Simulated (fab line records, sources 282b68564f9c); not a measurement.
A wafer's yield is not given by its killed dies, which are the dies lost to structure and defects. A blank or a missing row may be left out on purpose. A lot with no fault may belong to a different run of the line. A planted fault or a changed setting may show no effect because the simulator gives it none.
fab line records | flow ritCmos
record lots=6 wafers=18 lastDay=6
route steps=202 shown PWELL@49 WELLDRIVE@50 NWELL@51 NRETRO@53 PRETRO@64 M1@202
lots untouched by any fault: they come from a run of this same line in which no faults occurred
startH: hours from the record's opening day to when the first of the lot's shown wafers began | waitH: hours since the lot's step before | " as in the row above | L1.1+2: several wafers, shown together as one row | - either no value or no given start | * or withheld: withheld | < > ~ a bound
route shown NAME@n: a module of which the file shows steps, and the number in the route of the first | usual: average and standard deviation across the fault-free wafers | same: alike in all rows | chamber/n: place in a boat | sites: the reading at each site | _std_site: their standard deviation | _edge_site: mean of outer sites minus mean of inner sites | radiusMm: how far each site lies from the wafer's centre | mask NAME#n: copy n | behind: the last tool/chamber to shape the wafer | hold: cause of the lot's hold/its duration in hours/its outcome | device: the transistor (n, p or np) that didn't switch | end of line: the tests these same wafers got at the end of their route | a step with no rows: only its recipe | killed: dies that structure and defects cost at the first sort, which is not the same as the wafer's yield | map: dies across one wafer; x = killed, . = not, _ = none there
set.NAME: setting as actually run; set.NAME@STEP: the setting as run at that earlier step | model.NAME: the simulator's own value behind a step, which no gauge read
lots at selected steps of the route; one table per step, one row per wafer
services: a tool's chamber out of use, with start hour (startH, from the record's first day; less than 0 if before it), hours out, and reason
## steps
# step RIT_PWELL_TW_MEAS_10
# usual PWELL_TW=950/9.8
# columns lot.wafer tool chamber startH waitH PWELL_TW
L994.3 filmMetro-03 - 28.33 0.1 952
L994.4 " - " " 945
L994.6 " - " " 952
L998.3 filmMetro-03 - 50.77 0.1 957
L998.5 " - " " 956
L998.6 " - " " 954
L103.3 filmMetro-04 - 75.35 0.1 966
L103.4 " - " " 972
L103.6 " - " " 965
L104.2 filmMetro-04 - 79.16 0.1 962
L104.4 " - " " 961
L104.5 " - " " 960
L107.1 filmMetro-03 - 96.02 0.1 946
L107.2 " - " " 955
L107.6 " - " " 954
L108.1 filmMetro-03 - 100.24 0.1 950
L108.2 " - " " 949
L108.6 " - " " 952
# step RIT_WELLDRIVE_ANNEAL_00
# recipe tempC=1100 timeS=14700 ambient=N2
# step RIT_WELLDRIVE_RS_MEAS_01
# recipe thkMeasGauge=four-point-probe
# usual NWELL_RS=275.7/0.68
# columns lot.wafer tool chamber startH waitH NWELL_RS[ohm/sq]
L994.3 filmMetro-03 - 34.27 0.0 276.9
L994.4 " - " " 276.5
L994.6 " - " " 276.0
L998.3 filmMetro-03 - 56.70 0.0 276.5
L998.5 " - " " 275.8
L998.6 " - " " 276.9
L103.3 filmMetro-04 - 80.55 0.0 275.8
L103.4 " - " " 276.4
L103.6 " - " " 276.3
L104.2 filmMetro-03 - 85.14 0.0 274.9
L104.4 " - " " 274.0
L104.5 " - " " 274.7
L107.1 filmMetro-01 - 101.16 0.0 276.4
L107.2 " - " " 276.2
L107.6 " - " " 276.2
L108.1 filmMetro-01 - 106.24 0.0 275.4
L108.2 " - " " 275.8
L108.6 " - " " 275.8
# step RIT_WELLDRIVE_RS_MEAS_02
# recipe thkMeasGauge=four-point-probe
# usual PWELL_RS=434.5/1.4
# columns lot.wafer tool chamber startH waitH PWELL_RS[ohm/sq]
L994.3 filmMetro-03 - 34.39 0.1 433.8
L994.4 " - " " 432.6
L994.6 " - " " 433.0
L998.3 filmMetro-03 - 56.82 0.1 434.4
L998.5 " - " " 432.8
L998.6 " - " " 432.9
L103.3 filmMetro-04 - 80.67 0.1 430.9
L103.4 " - " " 431.5
L103.6 " - " " 431.0
L104.2 filmMetro-03 - 85.26 0.1 434.8
L104.4 " - " " 433.1
L104.5 " - " " 433.4
L107.1 filmMetro-01 - 101.28 0.1 434.8
L107.2 " - " " 434.6
L107.6 " - " " 434.4
L108.1 filmMetro-01 - 106.36 0.1 435.9
L108.2 " - " " 435.2
L108.6 " - " " 435.9
# step RIT_NRETRO_HMDS_00
# recipe primeTimeS=60 primeTempC=140
# step RIT_NRETRO_COAT_01
# recipe resist=NOVOLAK spinRpm=2000 resistThkNm=1300
# step RIT_NRETRO_SOFTBAKE_02
# recipe resist=NOVOLAK tempC=90 timeS=60
# step RIT_NRETRO_EXPOSE_03
# recipe maskId=M4 na=0.57 targetCdNm=43900 doseMj=250
# step RIT_NRETRO_PEB_04
# recipe resist=NOVOLAK tempC=withheld timeS=withheld
# step RIT_NRETRO_DEVELOP_05
# recipe resist=NOVOLAK developTimeS=68 devTempC=23
# step RIT_NRETRO_OVL_MEAS_06
# usual NRETRO_OVL=-1.2/1.6
# columns lot.wafer tool chamber startH waitH NRETRO_OVL[nm]
L994.3 overlay-02 - 35.49 - -1.8
L994.4 " - " " -3.3
L994.6 " - " " -2.6
L998.3 overlay-02 - 57.92 - -2.4
L998.5 " - " " -3.1
L998.6 " - " " -0.5
L103.3 overlay-01 - 81.82 - -3.3
L103.4 " - " " -4.0
L103.6 " - " " -4.7
L104.2 overlay-02 - 86.47 - -2.0
L104.4 " - " " -4.0
L104.5 " - " " -2.8
L107.1 overlay-01 - 102.28 - 0.4
L107.2 " - " " -0.1
L107.6 " - " " 2.7
L108.1 overlay-02 - 107.49 - -1.0
L108.2 " - " " -1.0
L108.6 " - " " -3.3
# step RIT_NRETRO_HARDBAKE_07
# recipe resist=NOVOLAK tempC=140 timeS=120
# step RIT_NRETRO_IMPLANT_08
# recipe species=P energyKev=71.02 doseCm2=1e+13 tiltDeg=7
# usual doseIonsCm2=1.0001e+13/1.1e+10 faradayCurrentUA=31.8/0.71
# same implantIonAmu=31
# columns lot.wafer tool chamber startH waitH doseIonsCm2 faradayCurrentUA
L994.3 implanter-01 0 35.81 0.2 1.0011e+13 32.7
L994.4 " 0 " " 1.0004e+13 32.3
L994.6 " 0 " " 1.0007e+13 31.0
L998.3 implanter-02 0 58.24 0.2 9.995e+12 31.0
L998.5 " 0 " " 9.982e+12 31.7
L998.6 " 0 " " 1.0009e+13 30.9
L103.3 implanter-02 0 82.14 0.2 1.3686e+13 43.1
L103.4 " 0 " " 1.3706e+13 43.9
L103.6 " 0 " " 1.3704e+13 43.7
L104.2 implanter-02 0 86.78 0.2 1.3711e+13 44.5
L104.4 " 0 " " 1.3697e+13 45.3
L104.5 " 0 " " 1.3691e+13 43.0
L107.1 implanter-01 0 102.57 0.2 1.0019e+13 30.6
L107.2 " 0 " " 9.996e+12 32.5
L107.6 " 0 " " 9.995e+12 30.7
L108.1 implanter-03 0 107.77 0.2 9.994e+12 31.3
L108.2 " 0 " " 9.985e+12 32.0
L108.6 " 0 " " 9.994e+12 30.9
# step RIT_NRETRO_STRIP_09
# recipe chemistry=O2 timeS=180 resist=NOVOLAK platenTempC=withheld powerW=500 pressureMtorr=4000 o2FlowSccm=4000
# usual drypumpMotorCurrentA=5.9/0.4
# columns lot.wafer tool chamber startH waitH drypumpMotorCurrentA rfHoursCounterH
L994.3 plasmaAsher-03 1 35.97 0.1 5.6 -
L994.4 " 0 " " 5.5 -
L994.6 " 0 " " 5.5 -
L998.3 plasmaAsher-03 0 58.40 0.1 5.5 -
L998.5 " 1 " " 5.6 -
L998.6 " 0 " " 5.5 -
L103.3 plasmaAsher-02 1 82.30 0.1 6.0 -
L103.4 " 0 " " 6.8 -
L103.6 " 0 " " 6.8 -
L104.2 plasmaAsher-02 1 86.90 0.1 6.0 43
L104.4 " 1 " " 6.0 -
L104.5 " 1 " " 6.1 -
L107.1 plasmaAsher-03 0 102.72 0.1 5.5 48
L107.2 " 1 " " 5.6 48
L107.6 " 0 " " 5.5 -
L108.1 plasmaAsher-01 0 107.92 0.1 6.0 45
L108.2 " 1 " " 5.6 45
L108.6 " 0 " " 6.0 -
# step RIT_NRETRO_TW_MEAS_10
# usual NRETRO_TW=1057/8.7
# columns lot.wafer tool chamber startH waitH NRETRO_TW
L994.3 filmMetro-02 - 36.11 0.1 1050
L994.4 " - " " 1051
L994.6 " - " " 1059
L998.3 filmMetro-04 - 58.54 0.1 1061
L998.5 " - " " 1064
L998.6 " - " " 1064
L103.3 filmMetro-04 - 82.44 0.1 1181
L103.4 " - " " 1186
L103.6 " - " " 1179
L104.2 filmMetro-01 - 87.09 0.1 1157
L104.4 " - " " 1159
L104.5 " - " " 1155
L107.1 filmMetro-04 - 102.89 0.1 1067
L107.2 " - " " 1064
L107.6 " - " " 1066
L108.1 filmMetro-04 - 108.10 0.1 1057
L108.2 " - " " 1066
L108.6 " - " " 1064
# step RIT_PRETRO_HMDS_00
# recipe primeTimeS=60 primeTempC=140
# step RIT_M1_PROBE_99
# usual killedAtFrontEnd=6.9/2.8 killedDies=7.0/2.8 killedOpen=3.4/2 killedShort=3.5/2.1
# same grossDies=264 killed_at_M0_to_M3=0 killed_at_M4_up=0 killedAtBackSide=0 killedAtContacts=0 killedAtOther=0
# columns lot.wafer tool chamber startH waitH killedAtFrontEnd killedDies killedOpen killedShort model.etest.pmos_0p3.rOnOhmUm model.etest.pmosTurned.rOnOhmUm model.etest.pmos_0p15.rOnOhmUm model.etest.pmos_0p15.driveUaUm model.etest.pmosTurned.driveUaUm model.etest.pmosNarrow.driveUaUm model.etest.pmos_0p3.driveUaUm model.etest.wellEdgeRight.lineOhmUm
L994.3 prober-02 - 66.00 0.2 6 6 0 6 6124 3433 2762 257.2 189.4 105.5 104.3 184
L994.4 prober-02 - 66.05 0.2 14 14 7 7 6288 3552 2850 247.5 180.8 101.4 100.4 184.3
L994.6 prober-02 - 66.15 0.2 5 5 1 4 6174 3394 2706 256.6 186.3 101.3 101.6 182.4
L998.3 prober-02 - 86.96 0.2 5 5 1 4 6073 3248 2632 272.7 208.5 105.7 105.8 183.8
L998.5 prober-02 - 87.06 0.2 3 3 1 2 5992 3259 2642 269.3 203.1 106.2 106.7 182.6
L998.6 prober-02 - 87.11 0.2 7 7 1 6 6006 3259 2654 271.6 207.3 106.4 106.7 181.7
L103.3 prober-01 - 112.38 0.2 2 2 1 1 6660 3811 2981 227.3 156.3 92.97 91.31 176.6
L103.4 prober-01 - 112.43 0.2 4 4 4 0 6751 3927 3050 218.6 151.6 90 89.44 174.2
L103.6 prober-01 - 112.53 0.2 12 12 11 1 6809 3901 3072 220.5 151.2 89.52 88.91 173.7
L104.2 prober-02 - 115.29 0.1 7 7 4 3 6736 3757 2981 228.8 164.3 89.95 88.62 176
L104.4 prober-02 - 115.39 0.2 9 9 6 3 6906 3839 3017 220.1 155.6 87.26 86 175.9
L104.5 prober-02 - 115.44 0.2 7 7 4 3 6801 3762 3003 227.1 162.6 88.53 87.68 177.8
L107.1 prober-01 - 131.95 0.1 6 6 3 3 6217 3447 2757 250.2 186.9 101.7 102 182.3
L107.2 prober-01 - 132.00 0.1 8 8 3 5 6184 3399 2751 260.1 192.3 105 103.9 183.5
L107.6 prober-01 - 132.20 0.2 9 9 5 4 6442 3549 2886 243.6 183.8 100 99.79 182.6
L108.1 prober-02 - 135.06 0.1 7 7 2 5 5991 3191 2544 278.6 208 108 106.5 180.7
L108.2 prober-02 - 135.11 0.1 4 4 2 2 6095 3256 2624 271 203.1 107.1 103.9 185.1
L108.6 prober-02 - 135.31 0.2 9 9 2 7 5895 3105 2504 283 212 110.4 108.3 182.3
# killed by level:class
L994.3 GATE:geometricParticle:short=5 REOX:geometricParticle:short=1
L994.4 GATE:geometricParticle:short=5 SPACER:geometricParticle:open=3 FOX1:geometricParticle:short=2 GATE:geometricParticle:open=2 REOX:geometricParticle:open=2
L994.6 GATE:geometricParticle:short=3 GATE:geometricParticle:open=1 SILICIDE:geometricParticle:short=1
L998.3 GATE:geometricParticle:short=2 SILICIDE:geometricParticle:short=2 FOX1:geometricParticle:open=1
L998.5 GATE:geometricParticle:short=1 REOX:geometricParticle:open=1 SILICIDE:geometricParticle:short=1
L998.6 SILICIDE:geometricParticle:short=3 FOX1:geometricParticle:short=2 GATE:geometricParticle:open=1 GATE:geometricParticle:short=1
L103.3 GATE:geometricParticle:short=1 GATE:geometricParticle:open=1
L103.4 SPACER:geometricParticle:open=2 FOX2:geometricParticle:open=1 SILICIDE:geometricParticle:open=1
L103.6 GATE:geometricParticle:open=4 SILICIDE:geometricParticle:open=3 SPACER:geometricParticle:open=2 FOX1:geometricParticle:open=1 FOX1:geometricParticle:short=1 REOX:geometricParticle:open=1
L104.2 FOX1:geometricParticle:open=3 FOX1:geometricParticle:short=1 FOX2:geometricParticle:short=1 REOX:geometricParticle:open=1 REOX:geometricParticle:short=1
L104.4 FOX1:geometricParticle:open=3 FOX1:geometricParticle:short=2 FOX2:geometricParticle:open=1 GATE:geometricParticle:short=1 SPACER:geometricParticle:open=1 SILICIDE:geometricParticle:open=1
L104.5 GATE:geometricParticle:open=2 FOX1:geometricParticle:open=1 FOX1:geometricParticle:short=1 GATE:geometricParticle:short=1 SILICIDE:geometricParticle:open=1 SILICIDE:geometricParticle:short=1
L107.1 GATE:geometricParticle:short=2 SILICIDE:geometricParticle:open=2 FOX1:geometricParticle:short=1 REOX:geometricParticle:open=1
L107.2 GATE:geometricParticle:short=3 FOX1:geometricParticle:short=1 GATE:geometricParticle:open=1 REOX:geometricParticle:open=1 SILICIDE:geometricParticle:short=1 SILICIDE:geometricParticle:open=1
L107.6 GATE:geometricParticle:short=3 GATE:geometricParticle:open=3 FOX1:geometricParticle:open=1 FOX1:geometricParticle:short=1 REOX:geometricParticle:open=1
L108.1 SILICIDE:geometricParticle:short=3 GATE:geometricParticle:open=2 REOX:geometricParticle:short=2
L108.2 FOX1:geometricParticle:short=1 FOX2:geometricParticle:open=1 REOX:geometricParticle:short=1 REOX:geometricParticle:open=1
L108.6 REOX:geometricParticle:short=3 GATE:geometricParticle:short=2 FOX1:geometricParticle:open=1 FOX1:geometricParticle:short=1 GATE:geometricParticle:open=1 SILICIDE:geometricParticle:short=1
## services
# columns tool chamber startH hours kind
implanter-03 - 20.40 0.9 repair
plasmaAsher-02 - 33.02 3.0 repair
plasmaAsher-01 - 35.35 1.6 repair
plasmaAsher-03 - 62.49 0.7 repair
implanter-03 - 88.29 0.5 repair
## key
firstSign step=RIT_NRETRO_IMPLANT_08 reading=doseIonsCm2 direction=up sigmas=99+ usual=1.0001e+13 struck=1.3699e+13
effect step=RIT_NRETRO_IMPLANT_08 reading=faradayCurrentUA direction=up sigmas=17 usual=31.8 struck=43.9
effect step=RIT_NRETRO_TW_MEAS_10 reading=NRETRO_TW direction=up sigmas=13 usual=1057 struck=1169
modelEffect step=RIT_M1_PROBE_99 value=etest.pmos_0p3.rOnOhmUm without=6380 struck=6777
metAt RIT_NRETRO_IMPLANT_08
struckWafers L103.3,L103.4,L103.6,L104.2,L104.4,L104.5
testerLeftOut L103,L104
onsetBetween 58.24 82.14
fault kind=processParameterDrift tool=implanter-02 chamber=- onsetH=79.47 steps=RIT_NRETRO_IMPLANT_08 channel=doseCm2 offset=3.7e+12 shape=step endH=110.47 actsIn=theseRecipesOnly stated=1e+13
# testerLeftOut: of these lots the tester's yield and bins aren't shown, on N5 and GAA mostly nor the transistor test; their killed dies are dies lost to structure and defects alone, not to doping, threshold or leakage, so they don't give the yield
